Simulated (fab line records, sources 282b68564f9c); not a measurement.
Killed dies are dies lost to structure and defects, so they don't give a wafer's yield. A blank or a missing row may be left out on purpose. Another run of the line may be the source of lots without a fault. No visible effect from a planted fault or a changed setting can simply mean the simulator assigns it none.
fab line records	flow rit_cmos
record lots=15	wafers=45	last_day=7
route steps=202 shown GATE@83 PLDD@120 PSD@151 CONTACT@168 M1@202
lots with no fault: from the same line, run without faults
start_h: start of the lot's first displayed wafer, in hours after the record's first day	wait_h: hours from the lot's prior step to this one	" unchanged from the row above	L1.1+2: a row that stands for several wafers	- either no value or no given start	* or withheld: withheld	< > ~ a bound
route shown NAME@n: a module of which the file shows steps, and the number in the route of the first	usual: the fault-free wafers' mean and standard deviation	same: alike in all rows	chamber/n: place in a boat	sites: the reading at each site	_std_site: the standard deviation of these	_edge_site: mean of outer sites minus mean of inner sites	radius_mm: for every site, how far away it sits from the centre of the wafer	mask NAME#n: copy n	behind: the tool/chamber that last shaped the wafer	hold: cause of the lot's hold/its duration in hours/its outcome	device: transistor that didn't switch, given as n, p or np	end of line: the route-end tests of the same wafers	where a step has no rows: the recipe by itself	killed: dies that structure and defects cost at the first sort, which is not the same as the wafer's yield	map: the dies of a wafer, with x for killed, . for not killed, _ for no die there
set.NAME: the run value of the setting; set.NAME@STEP: its run value at that earlier step	model.NAME: the simulator's own value behind a step, which no gauge read
the route's steps for a sample of lots (tables are steps, rows are wafers)
services: when a tool's chamber went out of use (start_h, in hours from the record's first day, below 0 if earlier), for how many hours, and the reason
## steps
# step RIT_GATE_THK_MEAS_07
# recipe reads=SiO2_of_GATE_OXIDATION_05
# usual GATE_OXIDE_THK=3.02/0.051
lot.wafer	tool	chamber	start_h	wait_h	GATE_OXIDE_THK[nm]
L135.2	film_metro-03	-	47.19	0.0	3.01
L135.4	"	-	"	"	3.00
L135.6	"	-	"	"	3.01
L137.3	film_metro-01	-	51.02	0.0	3.08
L137.4	"	-	"	"	3.02
L137.6	"	-	"	"	3.09
L138.1	film_metro-02	-	55.54	0.0	2.99
L138.2	"	-	"	"	2.99
L138.3	"	-	"	"	3.02
L139.1	film_metro-03	-	62.99	0.0	3.05
L139.4	"	-	"	"	3.08
L139.5	"	-	"	"	3.06
L141.3	film_metro-03	-	68.64	0.0	2.94
L141.4	"	-	"	"	2.96
L141.5	"	-	"	"	3.00
L145.1	film_metro-01	-	91.76	0.0	2.99
L145.2	"	-	"	"	3.01
L145.5	"	-	"	"	2.96
L146.1	film_metro-03	-	95.25	0.0	3.07
L146.4	"	-	"	"	3.09
L146.5	"	-	"	"	3.06
L147.1	film_metro-02	-	100.43	0.0	2.99
L147.3	"	-	"	"	2.98
L147.4	"	-	"	"	2.97
L149.1	film_metro-01	-	109.64	0.0	3.09
L149.3	"	-	"	"	2.98
L149.6	"	-	"	"	2.98
L150.1	film_metro-01	-	117.52	0.0	3.05
L150.5	"	-	"	"	3.03
L150.6	"	-	"	"	3.00
L152.2	film_metro-01	-	124.06	0.0	3.04
L152.3	"	-	"	"	3.10
L152.5	"	-	"	"	3.08
L154.4	film_metro-03	-	133.69	0.0	3.06
L154.5	"	-	"	"	3.06
L154.6	"	-	"	"	3.10
L155.3	film_metro-03	-	134.65	0.0	3.10
L155.5	"	-	"	"	3.07
L155.6	"	-	"	"	3.05
L156.2	film_metro-01	-	144.32	0.0	3.15
L156.5	"	-	"	"	3.03
L156.6	"	-	"	"	3.05
L158.1	film_metro-01	-	155.37	0.0	3.04
L158.5	"	-	"	"	3.02
L158.6	"	-	"	"	2.98
# step RIT_PLDD_OVL_MEAS_06
# usual PLDD_OVL=0.2/1.6
lot.wafer	tool	chamber	start_h	wait_h	PLDD_OVL[nm]
L135.2	overlay-02	-	57.86	-	-0.3
L135.4	"	-	"	"	0.6
L135.6	"	-	"	"	1.0
L137.3	overlay-02	-	60.16	-	-0.8
L137.4	"	-	"	"	0.3
L137.6	"	-	"	"	-0.6
L138.1	overlay-01	-	65.10	-	0.5
L138.2	"	-	"	"	2.1
L138.3	"	-	"	"	1.5
L139.1	overlay-01	-	73.23	-	0.3
L139.4	"	-	"	"	1.7
L139.5	"	-	"	"	-0.3
L141.3	overlay-01	-	77.62	-	-2.4
L141.4	"	-	"	"	-3.5
L141.5	"	-	"	"	-1.8
L145.1	overlay-01	-	101.51	-	-0.9
L145.2	"	-	"	"	-0.4
L145.5	"	-	"	"	-2.0
L146.1	overlay-02	-	108.05	-	3.6
L146.4	"	-	"	"	1.9
L146.5	"	-	"	"	1.6
L147.1	overlay-02	-	110.41	-	0.6
L147.3	"	-	"	"	-1.0
L147.4	"	-	"	"	0.8
L149.1	overlay-02	-	120.75	-	-2.4
L149.3	"	-	"	"	-0.8
L149.6	"	-	"	"	-1.4
L150.1	overlay-02	-	126.38	-	1.2
L150.5	"	-	"	"	1.3
L150.6	"	-	"	"	1.3
L152.2	overlay-01	-	135.01	-	2.1
L152.3	"	-	"	"	2.4
L152.5	"	-	"	"	1.2
L154.4	overlay-01	-	142.91	-	0.8
L154.5	"	-	"	"	-0.1
L154.6	"	-	"	"	1.9
L155.3	overlay-02	-	145.37	-	0.4
L155.5	"	-	"	"	0.7
L155.6	"	-	"	"	1.2
L156.2	overlay-01	-	153.76	-	0.9
L156.5	"	-	"	"	-1.1
L156.6	"	-	"	"	0.8
L158.1	overlay-01	-	164.16	-	-2.1
L158.5	"	-	"	"	-1.2
L158.6	"	-	"	"	-1.0
# step RIT_PSD_STRIP_09
# recipe chemistry=O2	time_s=180	resist=NOVOLAK	platen_temp_c=withheld	power_w=500	pressure_mtorr=4000	o2_flow_sccm=4000
# usual drypump_motor_current_A=6.13/0.26
# same time_s=180
lot.wafer	tool	chamber	start_h	wait_h	drypump_motor_current_A	rf_hours_counter_h
L135.2	plasma_asher-01	0	63.80	0.1	5.97	35
L135.4	"	1	"	"	5.76	-
L135.6	"	0	"	"	5.94	-
L137.3	plasma_asher-02	1	66.85	0.1	6.39	-
L137.4	"	0	"	"	6.41	-
L137.6	"	1	"	"	6.38	-
L138.1	plasma_asher-04	0	71.63	0.1	6.01	46
L138.2	"	1	"	"	5.98	46
L138.3	"	0	"	"	6.03	-
L139.1	plasma_asher-04	0	79.20	0.1	6.02	47
L139.4	"	1	"	"	5.96	-
L139.5	"	1	"	"	5.97	-
L141.3	plasma_asher-02	0	83.37	0.1	6.47	-
L141.4	"	1	"	"	6.37	-
L141.5	"	0	"	"	6.47	-
L145.1	plasma_asher-04	0	107.32	0.1	6.03	49
L145.2	"	1	"	"	6.00	49
L145.5	"	0	"	"	6.05	-
L146.1	plasma_asher-02	0	113.97	0.1	6.45	48
L146.4	"	0	"	"	6.46	-
L146.5	"	0	"	"	6.45	-
L147.1	plasma_asher-02	1	116.22	0.1	6.38	48
L147.3	"	1	"	"	6.39	-
L147.4	"	0	"	"	6.47	-
L149.1	plasma_asher-04	1	126.85	0.1	5.96	1
L149.3	"	1	"	"	5.95	-
L149.6	"	1	"	"	5.97	-
L150.1	plasma_asher-02	0	132.45	0.1	6.46	50
L150.5	"	0	"	"	6.46	-
L150.6	"	1	"	"	6.41	-
L152.2	plasma_asher-02	1	140.86	0.1	6.37	51
L152.3	"	1	"	"	6.38	-
L152.5	"	1	"	"	6.42	-
L154.4	plasma_asher-02	1	149.24	0.1	6.39	-
L154.5	"	1	"	"	6.41	-
L154.6	"	0	"	"	6.41	-
L155.3	plasma_asher-01	1	151.24	0.1	5.71	-
L155.5	"	0	"	"	5.94	-
L155.6	"	1	"	"	5.73	-
L156.2	plasma_asher-04	1	159.66	0.1	6.01	5
L156.5	"	0	"	"	6.03	-
L156.6	"	1	"	"	5.99	-
L158.1	plasma_asher-02	1	169.83	0.1	6.39	54
L158.5	"	0	"	"	6.44	-
L158.6	"	1	"	"	6.38	-
# step RIT_CONTACT_CVD_00
# recipe material=SiO2	target_thk_nm=400	precursor=TEOS	temp_c=390	time_s=61	rf_w=400
# usual heater_power_w=313/50	rf_fwd_power_W=397.3/1.4	time_s=61/0
lot.wafer	tool	chamber	start_h	wait_h	heater_power_w	rf_fwd_power_W	time_s
L135.2	pecvd-02	2	65.45	0.0	274	394.8	61
L135.4	"	1	"	"	307	399.1	61
L135.6	"	0	"	"	313	397.7	61
L137.3	pecvd-03	2	68.63	0.0	278	399.8	61
L137.4	"	1	"	"	357	396.4	61
L137.6	"	2	"	"	299	402.1	61
L138.1	pecvd-02	1	73.29	0.1	316	400.0	61
L138.2	"	2	"	"	350	397.2	61
L138.3	"	0	"	"	276	397.1	61
L139.1	pecvd-01	2	80.86	0.1	415	398.0	61
L139.4	"	0	"	"	316	398.4	61
L139.5	"	1	"	"	232	397.1	61
L141.3	pecvd-02	2	85.04	0.0	311	395.4	61
L141.4	"	0	"	"	246	395.9	61
L141.5	"	2	"	"	319	397.1	61
L145.1	pecvd-01	2	108.99	0.1	-	-	-
L145.2	"	1	"	"	-	-	-
L145.5	"	1	"	"	-	-	-
L146.1	pecvd-03	0	115.64	0.1	-	-	-
L146.4	"	2	"	"	-	-	-
L146.5	"	0	"	"	-	-	-
L147.1	pecvd-02	1	117.88	0.1	-	-	-
L147.3	"	0	"	"	-	-	-
L147.4	"	1	"	"	-	-	-
L149.1	pecvd-03	0	128.55	0.1	270	397.5	61
L149.3	"	2	"	"	277	398.2	61
L149.6	"	1	"	"	355	395.6	61
L150.1	pecvd-02	1	134.12	0.1	312	396.0	61
L150.5	"	1	"	"	230	395.7	61
L150.6	"	2	"	"	328	396.6	61
L152.2	pecvd-03	1	142.52	0.0	334	396.7	61
L152.3	"	0	"	"	216	397.8	61
L152.5	"	0	"	"	235	397.9	61
L154.4	pecvd-01	0	150.87	0.0	321	399.0	61
L154.5	"	0	"	"	250	398.8	61
L154.6	"	2	"	"	388	397.2	61
L155.3	pecvd-03	1	152.84	0.0	334	395.2	61
L155.5	"	2	"	"	335	396.8	61
L155.6	"	0	"	"	261	396.8	61
L156.2	pecvd-02	2	161.40	0.0	335	395.7	61
L156.5	"	0	"	"	318	398.5	61
L156.6	"	1	"	"	278	398.6	61
L158.1	pecvd-03	1	171.74	0.1	354	395.4	61
L158.5	"	0	"	"	247	397.5	61
L158.6	"	2	"	"	351	398.6	61
# step RIT_CONTACT_CD_MEAS_90
# recipe target_cd_nm=1000
# usual cd_nm=999.9/2.4
lot.wafer	tool	chamber	start_h	wait_h	cd_nm
L135.2	cd_sem-01	-	67.44	0.1	999.8
L135.4	"	-	"	"	1001.6
L135.6	"	-	"	"	1002.2
L137.3	cd_sem-02	-	70.75	0.1	999.0
L137.4	"	-	"	"	999.7
L137.6	"	-	"	"	1003.1
L138.1	cd_sem-02	-	75.04	0.1	999.4
L138.2	"	-	"	"	999.4
L138.3	"	-	"	"	1001.0
L139.1	cd_sem-01	-	83.09	0.1	995.5
L139.4	"	-	"	"	997.4
L139.5	"	-	"	"	999.1
L141.3	cd_sem-02	-	87.11	0.1	1001.4
L141.4	"	-	"	"	1003.4
L141.5	"	-	"	"	1003.5
L145.1	cd_sem-02	-	110.76	0.1	-
L145.2	"	-	"	"	-
L145.5	"	-	"	"	-
L146.1	cd_sem-02	-	117.39	0.1	-
L146.4	"	-	"	"	-
L146.5	"	-	"	"	-
L147.1	cd_sem-02	-	119.93	0.1	-
L147.3	"	-	"	"	-
L147.4	"	-	"	"	-
L149.1	cd_sem-02	-	130.63	0.1	1000.9
L149.3	"	-	"	"	1003.5
L149.6	"	-	"	"	1001.2
L150.1	cd_sem-02	-	136.01	0.1	998.5
L150.5	"	-	"	"	998.2
L150.6	"	-	"	"	997.0
L152.2	cd_sem-01	-	144.46	0.1	1000.4
L152.3	"	-	"	"	1000.2
L152.5	"	-	"	"	999.0
L154.4	cd_sem-02	-	152.68	0.1	1002.4
L154.5	"	-	"	"	1004.1
L154.6	"	-	"	"	1004.1
L155.3	cd_sem-01	-	154.75	0.1	1000.3
L155.5	"	-	"	"	998.2
L155.6	"	-	"	"	999.7
L156.2	cd_sem-02	-	163.29	0.1	1005.7
L156.5	"	-	"	"	1003.2
L156.6	"	-	"	"	1003.8
L158.1	cd_sem-02	-	173.50	0.1	998.5
L158.5	"	-	"	"	1000.1
L158.6	"	-	"	"	999.8
# step RIT_M1_PROBE_99
# usual killed_at_contacts=0.1/0.23	killed_at_front_end=6.6/2.8	killed_dies=6.6/2.8	killed_on_rim=1.8/1.4	killed_open=3.3/2	killed_short=3.2/1.7
# same gross_dies=264	killed_at_M0_to_M3=0	killed_at_M4_up=0	killed_at_back_side=0	killed_at_other=0
lot.wafer	tool	chamber	start_h	wait_h	killed_at_contacts	killed_at_front_end	killed_dies	killed_on_rim	killed_open	killed_short
L145.1	prober-02	-	115.37	0.1	263	1	264	70	0	1
L145.2	prober-02	-	115.42	0.1	264	0	264	70	0	0
L145.5	prober-02	-	115.57	0.2	262	2	264	70	0	2
L146.1	prober-01	-	122.03	0.1	262	2	264	70	0	2
L146.4	prober-01	-	122.18	0.2	263	1	264	70	0	1
L146.5	prober-01	-	122.23	0.2	261	3	264	70	1	2
L147.1	prober-02	-	124.64	0.1	263	1	264	70	0	1
L147.3	prober-02	-	124.74	0.2	263	1	264	70	0	1
L147.4	prober-02	-	124.79	0.2	263	1	264	70	1	0
L149.6	prober-02	-	135.55	0.2	0	11	11	3	7	4
L152.2	prober-01	-	149.22	0.1	0	1	1	1	0	1
L152.3	prober-01	-	149.27	0.2	0	5	5	2	3	2
L152.5	prober-01	-	149.37	0.2	1	4	5	3	3	2
L154.4	prober-01	-	157.76	0.2	0	7	7	1	4	2
L154.5	prober-01	-	157.81	0.2	0	6	6	3	2	4
L154.6	prober-01	-	157.86	0.2	0	6	6	1	5	1
# killed by level:class
L145.1 CONTACT:lost_pattern=262 GATE:geometric_particle:short=1 CONTACT:area_cvd=1
L145.2 CONTACT:lost_pattern=262 CONTACT:area_cvd=2
L145.5 CONTACT:lost_pattern=260 FOX1:geometric_particle:short=2 CONTACT:area_cvd=2
L146.1 CONTACT:lost_pattern=261 REOX:geometric_particle:short=2 CONTACT:area_cvd=1
L146.4 CONTACT:lost_pattern=261 CONTACT:area_cvd=2 FOX1:geometric_particle:short=1
L146.5 CONTACT:lost_pattern=258 CONTACT:area_cvd=3 FOX1:geometric_particle:open=1 GATE:geometric_particle:short=1 SPACER:geometric_particle:short=1
L147.1 CONTACT:lost_pattern=261 CONTACT:area_cvd=2 FOX1:geometric_particle:short=1
L147.3 CONTACT:lost_pattern=261 CONTACT:area_cvd=2 GATE:geometric_particle:short=1
L147.4 CONTACT:lost_pattern=263 SPACER:geometric_particle:open=1
L149.6 GATE:geometric_particle:short=4 GATE:geometric_particle:open=4 FOX2:geometric_particle:open=2 FOX1:geometric_particle:open=1
L152.2 REOX:geometric_particle:short=1
L152.3 FOX1:geometric_particle:short=1 REOX:geometric_particle:open=1 REOX:geometric_particle:short=1 SPACER:geometric_particle:open=1 SILICIDE:geometric_particle:open=1
L152.5 FOX1:geometric_particle:open=1 GATE:geometric_particle:short=1 REOX:geometric_particle:short=1 SPACER:geometric_particle:open=1 CONTACT:geometric_particle:open=1
L154.4 FOX1:geometric_particle:open=3 FOX2:geometric_particle:short=1 GATE:geometric_particle:short=1 REOX:geometric_particle:open=1 PRETRO:coat_microbubble_printed=1
L154.5 FOX1:geometric_particle:short=1 GATE:geometric_particle:open=1 GATE:geometric_particle:short=1 REOX:geometric_particle:short=1 SPACER:geometric_particle:short=1 SILICIDE:geometric_particle:open=1
L154.6 FOX1:geometric_particle:open=3 SILICIDE:geometric_particle:open=2 GATE:geometric_particle:short=1
## services
tool	chamber	start_h	hours	kind
plasma_asher-02	-	39.84	14.4	repair
plasma_asher-02	-	47.53	0.5	repair
pecvd-03	-	85.27	1.0	repair
pecvd-01	-	89.32	6.0	pm
pecvd-01	0	99.99	13.7	repair
plasma_asher-04	-	108.75	9.0	pm
plasma_asher-04	0	108.75	9.0	vent_cycle
plasma_asher-04	1	108.75	9.0	vent_cycle
plasma_asher-04	0	117.75	-	clean
plasma_asher-04	1	117.75	-	clean
plasma_asher-02	-	121.22	0.5	repair
plasma_asher-01	-	134.42	1.8	repair
pecvd-01	1	136.30	19.4	repair
## key
first_sign step=RIT_CONTACT_CVD_00	reading=tool_record	direction=missing
effect step=RIT_CONTACT_CD_MEAS_90	reading=cd_nm	direction=missing
effect step=RIT_M1_PROBE_99	reading=killed_at_contacts	direction=up	sigmas=99+	usual=0.1	struck=262.7
met_at RIT_CONTACT_CVD_00
struck_lots L145,L146,L147
later_rows_left_out L145.1,L145.2,L145.5,L146.1,L146.4,L146.5,L147.1,L147.3,L147.4
tester_left_out L145,L146,L147
not_acting_at RIT_GATE_THK_MEAS_07,RIT_PLDD_OVL_MEAS_06,RIT_PSD_STRIP_09
onset_between 85.04 108.99
fault kind=skipped_step_whole	tool=pecvd-01,pecvd-02,pecvd-03	chamber=-	onset_h=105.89	steps=RIT_CONTACT_CVD_00	scope=struck_lots_only
# tester_left_out: of these lots the tester's yield and bins aren't shown, on N5 and GAA mostly nor the transistor test; their killed dies are dies lost to structure and defects alone, not to doping, threshold or leakage, so they don't give the yield
# later_rows_left_out: the simulator's readings of these wafers behind a module that went badly wrong aren't trusted and aren't shown, but for the sort
